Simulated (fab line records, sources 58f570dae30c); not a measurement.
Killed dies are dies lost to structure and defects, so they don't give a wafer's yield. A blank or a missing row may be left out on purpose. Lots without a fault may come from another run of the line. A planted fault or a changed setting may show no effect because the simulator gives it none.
Which tool did it? | flow berkeley_cmos170 | 8 lots, 24 wafers sampled, at 2 steps of a route of 331

WHAT THE GAUGES READ, wafer by wafer
UCB170_NLDD_OVL_MEAS_07.
lot  | measured     | on         | NLDD_OVL (nm)
L930 | day 7 02:01  | overlay-02 | 3 7 -2
L934 | day 8 02:10  | overlay-02 | -7 -4 -5
L935 | day 8 19:10  | overlay-02 | -11 -10 -2
L938 | day 9 02:20  | overlay-02 | -13 -11 -15
L939 | day 9 19:33  | overlay-02 | 3 -3 -7
L942 | day 10 09:13 | overlay-01 | 182 171 177
L945 | day 10 18:24 | overlay-02 | 175 172 176
L948 | day 11 08:00 | overlay-01 | -8 -7 1

WHICH TOOL RAN EACH LOT (tool, then ch and the chambers of the sampled wafers, then the start)
lot  | UCB170_NLDD_EXPOSE_03
L930 | krf_scanner-02 ch 0, day 7 01:02
L934 | krf_scanner-02 ch 0, day 8 01:14
L935 | krf_scanner-01 ch 0, day 8 17:55
L938 | krf_scanner-01 ch 0, day 9 01:52
L939 | krf_scanner-02 ch 0, day 9 19:03
L942 | krf_scanner-01 ch 0, day 10 08:23
L945 | krf_scanner-01 ch 0, day 10 17:53
L948 | krf_scanner-02 ch 0, day 11 07:27
- UCB170_NLDD_EXPOSE_03: exposes mask NSELECT, target cd 1200 nm.

THE ANSWER, worked out from the rows above alone
Rule: what is usual is taken from the lots themselves. Put in order of their means at a reading, lots are off if they are a third of the lots or fewer, leave a main group of 4 or more, and stand apart from it by a gap of 3 or more times the standard deviation of the main group's means; of several such gaps the widest counts. A main group whose means are all the same, to the digits that the tables above print for the reading, isn't used. A lot without any number at a reading at which 4 lots or more have one is off too. The other lots that the step has rows for count as sound.
Off: L942, L945, at UCB170_NLDD_OVL_MEAS_07 (NLDD_OVL). The main group: mean -5 nm, standard deviation 4.8.
A tool fits if, at a process step before that reading, it ran every lot that is off, and no sound lot after the first of them. The gauges at UCB170_NLDD_OVL_MEAS_07 are tried like those tools. One fits: krf_scanner-01 at UCB170_NLDD_EXPOSE_03. Its last sound lot is L938 (day 9 01:52), its first lot that is off L942 (day 10 08:23): a fault that began between those two fits.

WHAT THE SIMULATOR HAD PUT IN
Scanner matching overlay: krf_scanner-01, from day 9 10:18 on, at UCB170_NLDD_EXPOSE_03. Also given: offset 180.
Lots struck among those shown: L942, L945. The rule above found the same.
